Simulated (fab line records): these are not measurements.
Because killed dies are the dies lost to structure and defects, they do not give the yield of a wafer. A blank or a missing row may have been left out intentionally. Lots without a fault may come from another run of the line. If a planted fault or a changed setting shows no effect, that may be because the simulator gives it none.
Check of tool commonality ; flow berkeley cmos170 ; 14 lots, 42 wafers sampled

## THE REASON FOR OPENING IT
Of 14 lots, 2 have the reading PSD_OVL flagged at UCB170_PSD_OVL_MEAS_07. Wafers without a fault read -3 nm, standard deviation 4.7.
Rule: flag the lot when none of its wafers has a number, or when each of its wafers that has one lies beyond 4 standard deviations from that mean. As for the other lots, they are considered sound.

lot;measured;on;PSD_OVL (nm), wafer by wafer;flag
L596;day 7 22:51;overlay-02;2 -3 4;
L597;day 7 23:05;overlay-01;-7 4 0;
L599;day 8 08:41;overlay-02;1 0 -8;
L598;day 8 08:45;overlay-01;-4 -2 -8;
L600;day 8 16:49;overlay-02;0 -1 -3;
L601;day 8 17:04;overlay-01;-4 -4 2;
L602;day 9 18:07;overlay-02;-5 -3 -3;
L605;day 9 18:25;overlay-02;-1 1 0;
L604;day 9 18:40;overlay-01;-9 -15 -8;
L607;day 10 04:50;overlay-02;0 -1 -2;
L606;day 10 05:11;overlay-02;-3 5 12;
L610;day 10 22:37;overlay-02;-5 -7 -4;
L613;day 11 11:07;overlay-01;247 255 252;FLAGGED
L618;day 12 23:56;overlay-02;243 246 245;FLAGGED
The numbers of the flagged lots are 248 nm on average: +251 nm against the usual, or +53 standard deviations.

## WHICH TOOL EACH LOT WENT THROUGH
The record holds 1 process step before the reading, out of a route of 331 steps. Cell contents, in order: the tool; ch with the chambers the sampled wafers went through; the start.
lot;flag;UCB170_PSD_EXPOSE_03
L596;;krf scanner-02 ch 0, day 7 22:01
L597;;krf scanner-01 ch 0, day 7 22:17
L599;;krf scanner-01 ch 0, day 8 07:50
L598;;krf scanner-02 ch 0, day 8 08:08
L600;;krf scanner-01 ch 0, day 8 16:18
L601;;krf scanner-02 ch 0, day 8 16:34
L602;;krf scanner-01 ch 0, day 9 17:37
L605;;krf scanner-02 ch 0, day 9 17:55
L604;;krf scanner-01 ch 0, day 9 18:09
L607;;krf scanner-02 ch 0, day 10 04:20
L606;;krf scanner-01 ch 0, day 10 04:34
L610;;krf scanner-01 ch 0, day 10 21:26
L613;FLAGGED;krf scanner-01 ch 0, day 11 10:27
L618;FLAGGED;krf scanner-01 ch 0, day 12 23:25
What the steps here do:
- UCB170_PSD_EXPOSE_03: exposes mask PSELECT MOD, target cd 1200 nm.
- UCB170_PSD_OVL_MEAS_07

## FLAGGED OVER TOTAL, TOOL BY TOOL (the gauges that took the reading come last)
step;tool;lots run;flagged;share of the flagged lots;sound lots run after its first flagged lot
UCB170_PSD_EXPOSE_03;krf scanner-01;9;2;all;0
UCB170_PSD_EXPOSE_03;krf scanner-02;5;0;none;-
UCB170_PSD_OVL_MEAS_07;overlay-01;5;1;some;0
UCB170_PSD_OVL_MEAS_07;overlay-02;9;1;some;0

## WHAT THE TABLE PERMITS
All flagged lots share 1 row of the table, namely krf scanner-01 at UCB170_PSD_EXPOSE_03.
- krf scanner-01 at UCB170_PSD_EXPOSE_03: 2 of its 9 lots flagged. Its last sound lot is L610 (day 10 21:26), its first flagged lot L613 (day 11 10:27): a fault that began between those two fits.
One tool is left: krf scanner-01 at UCB170_PSD_EXPOSE_03.

## WHAT HAD BEEN PUT IN BY THE SIMULATOR
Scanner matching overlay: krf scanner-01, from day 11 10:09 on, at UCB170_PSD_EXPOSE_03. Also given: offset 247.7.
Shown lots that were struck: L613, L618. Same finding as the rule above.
